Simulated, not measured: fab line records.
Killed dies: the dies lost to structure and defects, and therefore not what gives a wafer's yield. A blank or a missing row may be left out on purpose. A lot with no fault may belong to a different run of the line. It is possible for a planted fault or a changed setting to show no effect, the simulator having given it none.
8D (eight disciplines) problem report, filled in by code | flow berkeleyCmos170 | the parts of the form that need people (team, actions taken, sign-off) are left out

1. PROBLEM STATEMENT
Wafers without a fault read 0.735 a.u., standard deviation 0.0043; oesProductAu at UCB170_NVT_STRIP_08 reads a mean of 0.862 a.u. on 6 wafers belonging to 2 lots. Measured from the usual mean, that is +29 standard deviations.
The step: strips in O2.
Seen first at day 9 00:05 on plasmaAsher-01, wafer L935.2. The record holds 39 wafers of 13 lots with a number at this step. Rule for "out" (also "out of limits"): further than 4 standard deviations from the usual mean. The rest of the wafers with a number are treated as sound.

2. WHAT IT IS, AND WHAT IT ISN'T
question                    | is                     | is not
which readings at this step | oesProductAu           | drypumpMotorCurrentA
which lots                  | L935, L936             | L924, L925, L928, L931, L939, L940, L942, L944, L945, L946, L947
which wafers of those lots  | all that have a number | -
read on which tools         | plasmaAsher-01         | plasmaAsher-02, plasmaAsher-04
when                        | from day 9 00:05       | up to then (12 sound wafers); but 21 sound wafers of L939, L940, L942, L944, L945, L946, L947 came after

3. THE SUSPECTS, EACH WITH WHAT RULES IT OUT
Counting: any tool at a process step up to the reading is kept as a suspect provided that every lot that is out went through it and no sound lot did after the first of them.
- plasmaAsher-01 at UCB170_NVT_STRIP_08 (strips in O2): ruled out as a lasting fault. After its first lot that is out, L935 (day 9 00:05), sound lots L946 ran on it.
Left after counting: nothing in the record.

4. THE CAUSE (what the simulator had put in)
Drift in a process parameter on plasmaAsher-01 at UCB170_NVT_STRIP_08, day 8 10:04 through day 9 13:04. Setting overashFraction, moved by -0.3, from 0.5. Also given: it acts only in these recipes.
Counting ruled it out, wrongly.

5. SEQUENCE OF EFFECTS, ordered by route
One row per reading whose mean, taken over the struck wafers that have a number, lies over 3 standard deviations from the usual. Readings are gone through only where the record gives a usual standard deviation; hours: the median, over the lots, of the time from a lot's start at the first step in this table giving one to that lot's start at this step; sigmas: the change measured in usual standard deviations.
hours | step                | reading      | usual      | on struck wafers | change | sigmas
0     | UCB170_NVT_STRIP_08 | oesProductAu | 0.735 a.u. | 0.862            | +0.127 | +29
Process steps it contains:
- UCB170_NVT_STRIP_08: strips in O2.

6. HOW IT WOULD HAVE BEEN CAUGHT EARLIER
In this record no reading fell out of limits until day 9 00:05, 14 hours after the fault had begun at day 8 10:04.
